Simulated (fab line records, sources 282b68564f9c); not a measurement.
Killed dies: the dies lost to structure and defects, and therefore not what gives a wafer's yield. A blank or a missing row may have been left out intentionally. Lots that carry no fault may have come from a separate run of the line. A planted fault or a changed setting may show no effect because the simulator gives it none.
fab line records || flow ritCmos || part 2 of 2: steps 36 to 50 of 50
record: {"lots": 5, "wafers": 15, "lastDay": 7}
route steps=202 shown NRETRO@63 PRETRO@64 GATE@75 FOX2@80 REOX@98 NLDD@103
lots with no fault: from the same line, run without faults
startH: start of the lot's first displayed wafer, in hours after the record's first day || waitH: hours elapsed since this lot's preceding step || " as in the row above || L1.1+2: several wafers, shown together as one row || - value missing, or start not given || * or withheld: withheld || < > ~ a bound
route shown NAME@n: NAME is a module with steps in the file, n the number in the route of the first one || usual: mean/standard deviation taken from wafers without a fault || same: alike in all rows || chamber/n: place in a boat || sites: each site's reading || _std_site: how widely they spread, as a standard deviation || _edge_site: outer sites' mean less inner sites' || radiusMm: how far each site lies from the wafer's centre || mask NAME#n: copy n || behind: tool/chamber where the wafer was last shaped || hold: why the lot was held/for how many hours/how that ended || device: the n, p or np transistor that did not switch || end of line: the tests these same wafers got at the end of their route || a step with no rows: only its recipe || killed: dies that structure and defects cost at the first sort, which is not the same as the wafer's yield || map: a wafer's dies, marking killed ones x, the rest . and places with no die _
set.NAME: the setting that was run; set.NAME@STEP: the one run at that earlier step || model.NAME: the simulator's own value behind a step, which no gauge read
certain route steps with their lots: each step a table, each wafer a row
services: from which hour (startH, from the record's first day; less than 0 if before it) a tool's chamber was out of use, for how many hours, and why
== steps ==
step: RIT_REOX_CLEAN_00
recipe: {"chemistry": "SC1", "mix": "3:3:50", "timeS": 600, "tempC": 75}
usual: {"bathHeatDutyPct": "14.6/1.3"}
{"lot.wafer": "L075.2", "tool": "wetBench-01", "chamber": 0, "startH": 52.04, "waitH": 0.1, "bathHeatDutyPct": 14.2}
{"lot.wafer": "L075.4", "tool": "wetBench-01", "chamber": 0, "startH": 52.04, "waitH": 0.1, "bathHeatDutyPct": 13.8}
{"lot.wafer": "L075.5", "tool": "wetBench-01", "chamber": 0, "startH": 52.04, "waitH": 0.1, "bathHeatDutyPct": 13.4}
{"lot.wafer": "L077.1", "tool": "wetBench-01", "chamber": 0, "startH": 59.55, "waitH": 0.1, "bathHeatDutyPct": 14.0}
{"lot.wafer": "L077.2", "tool": "wetBench-01", "chamber": 0, "startH": 59.55, "waitH": 0.1, "bathHeatDutyPct": 13.3}
{"lot.wafer": "L077.3", "tool": "wetBench-01", "chamber": 0, "startH": 59.55, "waitH": 0.1, "bathHeatDutyPct": 13.2}
{"lot.wafer": "L079.2", "tool": "wetBench-02", "chamber": 0, "startH": 63.59, "waitH": 0.1, "bathHeatDutyPct": 13.6}
{"lot.wafer": "L079.4", "tool": "wetBench-02", "chamber": 0, "startH": 63.59, "waitH": 0.1, "bathHeatDutyPct": 14.6}
{"lot.wafer": "L079.5", "tool": "wetBench-02", "chamber": 0, "startH": 63.59, "waitH": 0.1, "bathHeatDutyPct": 14.5}
{"lot.wafer": "L082.2", "tool": "wetBench-03", "chamber": 3, "startH": 79.26, "waitH": 0.1, "bathHeatDutyPct": 13.3}
{"lot.wafer": "L082.3", "tool": "wetBench-03", "chamber": 3, "startH": 79.26, "waitH": 0.1, "bathHeatDutyPct": 14.3}
{"lot.wafer": "L082.5", "tool": "wetBench-03", "chamber": 3, "startH": 79.26, "waitH": 0.1, "bathHeatDutyPct": 12.9}
{"lot.wafer": "L096.1", "tool": "wetBench-02", "chamber": 3, "startH": 151.75, "waitH": 0.1, "bathHeatDutyPct": 15.7}
{"lot.wafer": "L096.3", "tool": "wetBench-02", "chamber": 3, "startH": 151.75, "waitH": 0.1, "bathHeatDutyPct": 13.7}
{"lot.wafer": "L096.4", "tool": "wetBench-02", "chamber": 3, "startH": 151.75, "waitH": 0.1, "bathHeatDutyPct": 16.6}
step: RIT_REOX_CLEAN_01
recipe: {"chemistry": "dHF", "dilution": "50:1", "timeS": 30}
{"lot.wafer": "L075.2+4+5", "tool": "wetBench-03", "chamber": 1, "startH": 52.22, "waitH": 0.0}
{"lot.wafer": "L077.1+2+3", "tool": "wetBench-03", "chamber": 1, "startH": 59.74, "waitH": 0.0}
{"lot.wafer": "L079.2+4+5", "tool": "wetBench-03", "chamber": 3, "startH": 63.77, "waitH": 0.0}
{"lot.wafer": "L082.2+3+5", "tool": "wetBench-01", "chamber": 1, "startH": 79.45, "waitH": 0.0}
{"lot.wafer": "L096.1+3+4", "tool": "wetBench-03", "chamber": 3, "startH": 151.94, "waitH": 0.0}
step: RIT_REOX_CLEAN_02
recipe: {"chemistry": "SC2", "mix": "3:3:50", "timeS": 580.9, "tempC": 75, "dry": "n2Spin"}
usual: {"bathHeatDutyPct": "15.0/1.3"}
{"lot.wafer": "L075.2", "tool": "wetBench-02", "chamber": 1, "startH": 52.23, "waitH": 0.0, "bathHeatDutyPct": 16.1}
{"lot.wafer": "L075.4", "tool": "wetBench-02", "chamber": 1, "startH": 52.23, "waitH": 0.0, "bathHeatDutyPct": 16.2}
{"lot.wafer": "L075.5", "tool": "wetBench-02", "chamber": 1, "startH": 52.23, "waitH": 0.0, "bathHeatDutyPct": 16.5}
{"lot.wafer": "L077.1", "tool": "wetBench-01", "chamber": 2, "startH": 59.76, "waitH": 0.0, "bathHeatDutyPct": 15.9}
{"lot.wafer": "L077.2", "tool": "wetBench-01", "chamber": 2, "startH": 59.76, "waitH": 0.0, "bathHeatDutyPct": 16.2}
{"lot.wafer": "L077.3", "tool": "wetBench-01", "chamber": 2, "startH": 59.76, "waitH": 0.0, "bathHeatDutyPct": 15.4}
{"lot.wafer": "L079.2", "tool": "wetBench-02", "chamber": 1, "startH": 63.78, "waitH": 0.0, "bathHeatDutyPct": 15.6}
{"lot.wafer": "L079.4", "tool": "wetBench-02", "chamber": 1, "startH": 63.78, "waitH": 0.0, "bathHeatDutyPct": 16.7}
{"lot.wafer": "L079.5", "tool": "wetBench-02", "chamber": 1, "startH": 63.78, "waitH": 0.0, "bathHeatDutyPct": 17.5}
{"lot.wafer": "L082.2", "tool": "wetBench-03", "chamber": 3, "startH": 79.47, "waitH": 0.0, "bathHeatDutyPct": 13.5}
{"lot.wafer": "L082.3", "tool": "wetBench-03", "chamber": 3, "startH": 79.47, "waitH": 0.0, "bathHeatDutyPct": 14.9}
{"lot.wafer": "L082.5", "tool": "wetBench-03", "chamber": 3, "startH": 79.47, "waitH": 0.0, "bathHeatDutyPct": 12.2}
{"lot.wafer": "L096.1", "tool": "wetBench-01", "chamber": 1, "startH": 151.95, "waitH": 0.0, "bathHeatDutyPct": 16.2}
{"lot.wafer": "L096.3", "tool": "wetBench-01", "chamber": 1, "startH": 151.95, "waitH": 0.0, "bathHeatDutyPct": 14.9}
{"lot.wafer": "L096.4", "tool": "wetBench-01", "chamber": 1, "startH": 151.95, "waitH": 0.0, "bathHeatDutyPct": 16.2}
step: RIT_REOX_OXIDATION_03
recipe: {"tempC": 900, "ambient": "O2", "targetThkA": 252, "oxTimeS": 5580}
{"lot.wafer": "L075.2+4+5", "tool": "furnace-03", "chamber": 0, "startH": 53.92, "waitH": 1.5}
{"lot.wafer": "L077.1+2+3", "tool": "furnace-01", "chamber": 0, "startH": 59.95, "waitH": 0.0}
{"lot.wafer": "L079.2+4+5", "tool": "furnace-01", "chamber": 0, "startH": 63.96, "waitH": 0.0}
{"lot.wafer": "L082.2+3+5", "tool": "furnace-04", "chamber": 0, "startH": 80.52, "waitH": 0.9}
{"lot.wafer": "L096.1+3+4", "tool": "furnace-01", "chamber": 0, "startH": 153.45, "waitH": 1.3}
step: RIT_REOX_THK_MEAS_04
recipe: {"reads": "SiO2_of_REOX_OXIDATION_03"}
usual: {"REOX_OXIDE_THK": "24.7/0.39"}
{"lot.wafer": "L075.2", "tool": "filmMetro-02", "chamber": "-", "startH": 56.48, "waitH": 0.0, "REOX_OXIDE_THK[nm]": 24.5}
{"lot.wafer": "L075.4", "tool": "filmMetro-02", "chamber": "-", "startH": 56.48, "waitH": 0.0, "REOX_OXIDE_THK[nm]": 24.2}
{"lot.wafer": "L075.5", "tool": "filmMetro-02", "chamber": "-", "startH": 56.48, "waitH": 0.0, "REOX_OXIDE_THK[nm]": 24.7}
{"lot.wafer": "L077.1", "tool": "filmMetro-03", "chamber": "-", "startH": 62.50, "waitH": 0.0, "REOX_OXIDE_THK[nm]": 25.3}
{"lot.wafer": "L077.2", "tool": "filmMetro-03", "chamber": "-", "startH": 62.50, "waitH": 0.0, "REOX_OXIDE_THK[nm]": 25.5}
{"lot.wafer": "L077.3", "tool": "filmMetro-03", "chamber": "-", "startH": 62.50, "waitH": 0.0, "REOX_OXIDE_THK[nm]": 25.3}
{"lot.wafer": "L079.2", "tool": "filmMetro-01", "chamber": "-", "startH": 66.52, "waitH": 0.0, "REOX_OXIDE_THK[nm]": 24.5}
{"lot.wafer": "L079.4", "tool": "filmMetro-01", "chamber": "-", "startH": 66.52, "waitH": 0.0, "REOX_OXIDE_THK[nm]": 24.9}
{"lot.wafer": "L079.5", "tool": "filmMetro-01", "chamber": "-", "startH": 66.52, "waitH": 0.0, "REOX_OXIDE_THK[nm]": 24.7}
{"lot.wafer": "L082.2", "tool": "filmMetro-02", "chamber": "-", "startH": 83.08, "waitH": 0.0, "REOX_OXIDE_THK[nm]": 24.5}
{"lot.wafer": "L082.3", "tool": "filmMetro-02", "chamber": "-", "startH": 83.08, "waitH": 0.0, "REOX_OXIDE_THK[nm]": 24.5}
{"lot.wafer": "L082.5", "tool": "filmMetro-02", "chamber": "-", "startH": 83.08, "waitH": 0.0, "REOX_OXIDE_THK[nm]": 24.3}
{"lot.wafer": "L096.1", "tool": "filmMetro-01", "chamber": "-", "startH": 156.00, "waitH": 0.0, "REOX_OXIDE_THK[nm]": 25.0}
{"lot.wafer": "L096.3", "tool": "filmMetro-01", "chamber": "-", "startH": 156.00, "waitH": 0.0, "REOX_OXIDE_THK[nm]": 25.3}
{"lot.wafer": "L096.4", "tool": "filmMetro-01", "chamber": "-", "startH": 156.00, "waitH": 0.0, "REOX_OXIDE_THK[nm]": 25.2}
step: RIT_NLDD_HMDS_00
recipe: {"primeTimeS": 60, "primeTempC": 140}
{"lot.wafer": "L075.2+4+5", "tool": "lithoTrack-03", "chamber": 0, "startH": 56.56, "waitH": 0.1}
{"lot.wafer": "L077.1+2+3", "tool": "lithoTrack-03", "chamber": 0, "startH": 62.68, "waitH": 0.2}
{"lot.wafer": "L079.2+4+5", "tool": "lithoTrack-02", "chamber": 0, "startH": 66.59, "waitH": 0.1}
{"lot.wafer": "L082.2+3+5", "tool": "lithoTrack-02", "chamber": 0, "startH": 83.16, "waitH": 0.1}
{"lot.wafer": "L096.1+3+4", "tool": "lithoTrack-01", "chamber": 0, "startH": 156.06, "waitH": 0.1}
step: RIT_NLDD_COAT_01
recipe: {"resist": "NOVOLAK", "spinRpm": 3250, "resistThkNm": 1000}
{"lot.wafer": "L075.2+4+5", "tool": "lithoTrack-03", "chamber": 0, "startH": 56.71, "waitH": 0.1}
{"lot.wafer": "L077.1+2+3", "tool": "lithoTrack-03", "chamber": 0, "startH": 62.83, "waitH": 0.1}
{"lot.wafer": "L079.2+4+5", "tool": "lithoTrack-02", "chamber": 0, "startH": 66.74, "waitH": 0.1}
{"lot.wafer": "L082.2+3+5", "tool": "lithoTrack-02", "chamber": 0, "startH": 83.31, "waitH": 0.1}
{"lot.wafer": "L096.1+3+4", "tool": "lithoTrack-01", "chamber": 0, "startH": 156.21, "waitH": 0.1}
step: RIT_NLDD_SOFTBAKE_02
recipe: {"resist": "NOVOLAK", "tempC": 90, "timeS": 60}
{"lot.wafer": "L075.2+4+5", "tool": "lithoTrack-03", "chamber": 0, "startH": 56.86, "waitH": 0.1}
{"lot.wafer": "L077.1+2+3", "tool": "lithoTrack-03", "chamber": 0, "startH": 62.98, "waitH": 0.1}
{"lot.wafer": "L079.2+4+5", "tool": "lithoTrack-02", "chamber": 0, "startH": 66.89, "waitH": 0.1}
{"lot.wafer": "L082.2+3+5", "tool": "lithoTrack-02", "chamber": 0, "startH": 83.46, "waitH": 0.1}
{"lot.wafer": "L096.1+3+4", "tool": "lithoTrack-01", "chamber": 0, "startH": 156.36, "waitH": 0.1}
step: RIT_NLDD_EXPOSE_03
recipe: {"maskId": "M7", "na": 0.57, "targetCdNm": 40700, "doseMj": 250}
{"lot.wafer": "L075.2+4+5", "tool": "ilineStepper-01", "chamber": 0, "startH": 57.13, "waitH": 0.2, "mask": "M7#0"}
{"lot.wafer": "L077.1+2+3", "tool": "ilineStepper-02", "chamber": 0, "startH": 63.26, "waitH": 0.2, "mask": "M7#0"}
{"lot.wafer": "L079.2+4+5", "tool": "ilineStepper-02", "chamber": 0, "startH": 67.16, "waitH": 0.2, "mask": "M7#0"}
{"lot.wafer": "L082.2+3+5", "tool": "ilineStepper-01", "chamber": 0, "startH": 83.73, "waitH": 0.2, "mask": "M7#0"}
{"lot.wafer": "L096.1+3+4", "tool": "ilineStepper-02", "chamber": 0, "startH": 156.64, "waitH": 0.2, "mask": "M7#0"}
step: RIT_NLDD_PEB_04
recipe: {"resist": "NOVOLAK", "tempC": "withheld", "timeS": "withheld"}
{"lot.wafer": "L075.2+4+5", "tool": "lithoTrack-02", "chamber": 0, "startH": 57.25, "waitH": 0.1}
{"lot.wafer": "L077.1+2+3", "tool": "lithoTrack-02", "chamber": 0, "startH": 63.37, "waitH": 0.1}
{"lot.wafer": "L079.2+4+5", "tool": "lithoTrack-03", "chamber": 0, "startH": 67.29, "waitH": 0.1}
{"lot.wafer": "L082.2+3+5", "tool": "lithoTrack-01", "chamber": 0, "startH": 83.85, "waitH": 0.1}
{"lot.wafer": "L096.1+3+4", "tool": "lithoTrack-03", "chamber": 0, "startH": 156.76, "waitH": 0.1}
step: RIT_NLDD_DEVELOP_05
recipe: {"resist": "NOVOLAK", "developTimeS": 50, "devTempC": 23}
{"lot.wafer": "L075.2+4+5", "tool": "lithoTrack-02", "chamber": 0, "startH": "-", "waitH": "-"}
{"lot.wafer": "L077.1+2+3", "tool": "lithoTrack-02", "chamber": 0, "startH": "-", "waitH": "-"}
{"lot.wafer": "L079.2+4+5", "tool": "lithoTrack-03", "chamber": 0, "startH": "-", "waitH": "-"}
{"lot.wafer": "L082.2+3+5", "tool": "lithoTrack-01", "chamber": 0, "startH": "-", "waitH": "-"}
{"lot.wafer": "L096.1+3+4", "tool": "lithoTrack-03", "chamber": 0, "startH": "-", "waitH": "-"}
step: RIT_NLDD_OVL_MEAS_06
usual: {"NLDD_OVL": "0.5/1.4"}
{"lot.wafer": "L075.2", "tool": "overlay-01", "chamber": "-", "startH": 57.51, "waitH": "-", "NLDD_OVL[nm]": 2.1}
{"lot.wafer": "L075.4", "tool": "overlay-01", "chamber": "-", "startH": 57.51, "waitH": "-", "NLDD_OVL[nm]": 0.9}
{"lot.wafer": "L075.5", "tool": "overlay-01", "chamber": "-", "startH": 57.51, "waitH": "-", "NLDD_OVL[nm]": 2.5}
{"lot.wafer": "L077.1", "tool": "overlay-02", "chamber": "-", "startH": 63.66, "waitH": "-", "NLDD_OVL[nm]": -0.2}
{"lot.wafer": "L077.2", "tool": "overlay-02", "chamber": "-", "startH": 63.66, "waitH": "-", "NLDD_OVL[nm]": 2.1}
{"lot.wafer": "L077.3", "tool": "overlay-02", "chamber": "-", "startH": 63.66, "waitH": "-", "NLDD_OVL[nm]": -0.4}
{"lot.wafer": "L079.2", "tool": "overlay-01", "chamber": "-", "startH": 67.55, "waitH": "-", "NLDD_OVL[nm]": -0.7}
{"lot.wafer": "L079.4", "tool": "overlay-01", "chamber": "-", "startH": 67.55, "waitH": "-", "NLDD_OVL[nm]": -2.1}
{"lot.wafer": "L079.5", "tool": "overlay-01", "chamber": "-", "startH": 67.55, "waitH": "-", "NLDD_OVL[nm]": -2.0}
{"lot.wafer": "L082.2", "tool": "overlay-02", "chamber": "-", "startH": 84.11, "waitH": "-", "NLDD_OVL[nm]": -2.0}
{"lot.wafer": "L082.3", "tool": "overlay-02", "chamber": "-", "startH": 84.11, "waitH": "-", "NLDD_OVL[nm]": -1.4}
{"lot.wafer": "L082.5", "tool": "overlay-02", "chamber": "-", "startH": 84.11, "waitH": "-", "NLDD_OVL[nm]": -0.5}
{"lot.wafer": "L096.1", "tool": "overlay-02", "chamber": "-", "startH": 157.04, "waitH": "-", "NLDD_OVL[nm]": 2.3}
{"lot.wafer": "L096.3", "tool": "overlay-02", "chamber": "-", "startH": 157.04, "waitH": "-", "NLDD_OVL[nm]": 0.1}
{"lot.wafer": "L096.4", "tool": "overlay-02", "chamber": "-", "startH": 157.04, "waitH": "-", "NLDD_OVL[nm]": -0.2}
step: RIT_NLDD_HARDBAKE_07
recipe: {"resist": "NOVOLAK", "tempC": 140, "timeS": 60}
{"lot.wafer": "L075.2+4+5", "tool": "lithoTrack-01", "chamber": 0, "startH": 57.68, "waitH": 0.2}
{"lot.wafer": "L077.1+2+3", "tool": "lithoTrack-02", "chamber": 0, "startH": 63.69, "waitH": 0.0}
{"lot.wafer": "L079.2+4+5", "tool": "lithoTrack-02", "chamber": 0, "startH": 67.61, "waitH": 0.0}
{"lot.wafer": "L082.2+3+5", "tool": "lithoTrack-03", "chamber": 0, "startH": 84.17, "waitH": 0.0}
{"lot.wafer": "L096.1+3+4", "tool": "lithoTrack-02", "chamber": 0, "startH": 157.07, "waitH": 0.0}
step: RIT_NLDD_IMPLANT_08
recipe: {"species": "P", "energyKev": 20, "doseCm2": 5e+14, "tiltDeg": 7}
usual: {"faradayCurrentUA": "1573/33"}
{"lot.wafer": "L075.2", "tool": "implanter-01", "chamber": 0, "startH": 57.95, "waitH": 0.2, "faradayCurrentUA": 1553}
{"lot.wafer": "L075.4", "tool": "implanter-01", "chamber": 0, "startH": 57.95, "waitH": 0.2, "faradayCurrentUA": 1600}
{"lot.wafer": "L075.5", "tool": "implanter-01", "chamber": 0, "startH": 57.95, "waitH": 0.2, "faradayCurrentUA": 1494}
{"lot.wafer": "L077.1", "tool": "implanter-03", "chamber": 0, "startH": 63.84, "waitH": 0.1, "faradayCurrentUA": 1567}
{"lot.wafer": "L077.2", "tool": "implanter-03", "chamber": 0, "startH": 63.84, "waitH": 0.1, "faradayCurrentUA": 1561}
{"lot.wafer": "L077.3", "tool": "implanter-03", "chamber": 0, "startH": 63.84, "waitH": 0.1, "faradayCurrentUA": 1576}
{"lot.wafer": "L079.2", "tool": "implanter-01", "chamber": 0, "startH": 67.76, "waitH": 0.1, "faradayCurrentUA": 1558}
{"lot.wafer": "L079.4", "tool": "implanter-01", "chamber": 0, "startH": 67.76, "waitH": 0.1, "faradayCurrentUA": 1553}
{"lot.wafer": "L079.5", "tool": "implanter-01", "chamber": 0, "startH": 67.76, "waitH": 0.1, "faradayCurrentUA": 1633}
{"lot.wafer": "L082.2", "tool": "implanter-03", "chamber": 0, "startH": 84.32, "waitH": 0.1, "faradayCurrentUA": 1576}
{"lot.wafer": "L082.3", "tool": "implanter-03", "chamber": 0, "startH": 84.32, "waitH": 0.1, "faradayCurrentUA": 1570}
{"lot.wafer": "L082.5", "tool": "implanter-03", "chamber": 0, "startH": 84.32, "waitH": 0.1, "faradayCurrentUA": 1577}
{"lot.wafer": "L096.1", "tool": "implanter-02", "chamber": 0, "startH": 157.22, "waitH": 0.1, "faradayCurrentUA": 1554}
{"lot.wafer": "L096.3", "tool": "implanter-02", "chamber": 0, "startH": 157.22, "waitH": 0.1, "faradayCurrentUA": 1557}
{"lot.wafer": "L096.4", "tool": "implanter-02", "chamber": 0, "startH": 157.22, "waitH": 0.1, "faradayCurrentUA": 1633}
step: RIT_NLDD_STRIP_09
recipe: {"chemistry": "O2", "timeS": 180, "resist": "NOVOLAK", "platenTempC": "withheld", "powerW": 500, "pressureMtorr": 4000, "o2FlowSccm": 4000}
usual: {"drypumpMotorCurrentA": "5.6/0.33"}
{"lot.wafer": "L075.2", "tool": "plasmaAsher-04", "chamber": 0, "startH": 58.08, "waitH": 0.1, "drypumpMotorCurrentA": 5.7, "rfHoursCounterH": 28}
{"lot.wafer": "L075.4", "tool": "plasmaAsher-04", "chamber": 1, "startH": 58.08, "waitH": 0.1, "drypumpMotorCurrentA": 5.2, "rfHoursCounterH": "-"}
{"lot.wafer": "L075.5", "tool": "plasmaAsher-04", "chamber": 1, "startH": 58.08, "waitH": 0.1, "drypumpMotorCurrentA": 5.2, "rfHoursCounterH": "-"}
{"lot.wafer": "L077.1", "tool": "plasmaAsher-04", "chamber": 0, "startH": 63.99, "waitH": 0.1, "drypumpMotorCurrentA": 5.8, "rfHoursCounterH": 29}
{"lot.wafer": "L077.2", "tool": "plasmaAsher-04", "chamber": 1, "startH": 63.99, "waitH": 0.1, "drypumpMotorCurrentA": 5.2, "rfHoursCounterH": 29}
{"lot.wafer": "L077.3", "tool": "plasmaAsher-04", "chamber": 0, "startH": 63.99, "waitH": 0.1, "drypumpMotorCurrentA": 5.8, "rfHoursCounterH": "-"}
{"lot.wafer": "L079.2", "tool": "plasmaAsher-03", "chamber": 0, "startH": 67.88, "waitH": 0.1, "drypumpMotorCurrentA": 5.5, "rfHoursCounterH": 41}
{"lot.wafer": "L079.4", "tool": "plasmaAsher-03", "chamber": 0, "startH": 67.88, "waitH": 0.1, "drypumpMotorCurrentA": 5.4, "rfHoursCounterH": "-"}
{"lot.wafer": "L079.5", "tool": "plasmaAsher-03", "chamber": 0, "startH": 67.88, "waitH": 0.1, "drypumpMotorCurrentA": 5.5, "rfHoursCounterH": "-"}
{"lot.wafer": "L082.2", "tool": "plasmaAsher-02", "chamber": 0, "startH": 84.44, "waitH": 0.1, "drypumpMotorCurrentA": 5.3, "rfHoursCounterH": 43}
{"lot.wafer": "L082.3", "tool": "plasmaAsher-02", "chamber": 0, "startH": 84.44, "waitH": 0.1, "drypumpMotorCurrentA": 5.3, "rfHoursCounterH": "-"}
{"lot.wafer": "L082.5", "tool": "plasmaAsher-02", "chamber": 0, "startH": 84.44, "waitH": 0.1, "drypumpMotorCurrentA": 5.3, "rfHoursCounterH": "-"}
{"lot.wafer": "L096.1", "tool": "plasmaAsher-04", "chamber": 0, "startH": 157.37, "waitH": 0.1, "drypumpMotorCurrentA": 5.8, "rfHoursCounterH": 40}
{"lot.wafer": "L096.3", "tool": "plasmaAsher-04", "chamber": 1, "startH": 157.37, "waitH": 0.1, "drypumpMotorCurrentA": 5.2, "rfHoursCounterH": "-"}
{"lot.wafer": "L096.4", "tool": "plasmaAsher-04", "chamber": 0, "startH": 157.37, "waitH": 0.1, "drypumpMotorCurrentA": 5.7, "rfHoursCounterH": "-"}
== services ==
{"tool": "furnace-04", "chamber": "-", "startH": 26.12, "hours": 3.6, "kind": "pm"}
{"tool": "implanter-02", "chamber": "-", "startH": 28.50, "hours": 4.6, "kind": "pm"}
{"tool": "lpcvd-01", "chamber": "-", "startH": 31.60, "hours": 0.7, "kind": "repair"}
{"tool": "rieSi-01", "chamber": 1, "startH": 32.45, "hours": 21.4, "kind": "repair"}
{"tool": "plasmaAsher-03", "chamber": "-", "startH": 45.49, "hours": 2.8, "kind": "repair"}
{"tool": "ilineStepper-01", "chamber": "-", "startH": 49.53, "hours": 1.7, "kind": "pm"}
{"tool": "furnace-03", "chamber": "-", "startH": 50.70, "hours": 3.2, "kind": "pm"}
{"tool": "implanter-02", "chamber": "-", "startH": 55.32, "hours": 15.0, "kind": "repair"}
{"tool": "rieSi-01", "chamber": 0, "startH": 59.27, "hours": 6.9, "kind": "repair"}
{"tool": "implanter-02", "chamber": "-", "startH": 61.41, "hours": 2.1, "kind": "repair"}
{"tool": "rieSi-02", "chamber": "-", "startH": 62.73, "hours": 0.3, "kind": "repair"}
{"tool": "ilineStepper-01", "chamber": "-", "startH": 71.82, "hours": 3.2, "kind": "repair"}
{"tool": "plasmaAsher-03", "chamber": "-", "startH": 78.11, "hours": 4.9, "kind": "repair"}
{"tool": "implanter-01", "chamber": "-", "startH": 86.10, "hours": 4.9, "kind": "pm"}
{"tool": "ilineStepper-01", "chamber": "-", "startH": 94.47, "hours": 6.9, "kind": "repair"}
{"tool": "plasmaAsher-02", "chamber": "-", "startH": 108.75, "hours": 9.0, "kind": "pm"}
{"tool": "rieSi-01", "chamber": 2, "startH": 130.34, "hours": 5.8, "kind": "repair"}
{"tool": "rieSi-01", "chamber": "-", "startH": 141.44, "hours": 2.7, "kind": "repair"}
{"tool": "implanter-03", "chamber": "-", "startH": 147.50, "hours": 5.9, "kind": "repair"}
{"tool": "lpcvd-02", "chamber": "-", "startH": 147.55, "hours": 0.8, "kind": "pm"}
{"tool": "furnace-04", "chamber": "-", "startH": 148.98, "hours": 3.5, "kind": "pm"}
{"tool": "implanter-02", "chamber": "-", "startH": 149.97, "hours": 2.2, "kind": "repair"}
{"tool": "ilineStepper-02", "chamber": 0, "startH": 153.27, "hours": "-", "kind": "calibration"}
{"tool": "rieSi-02", "chamber": 1, "startH": 155.34, "hours": 23.4, "kind": "repair"}
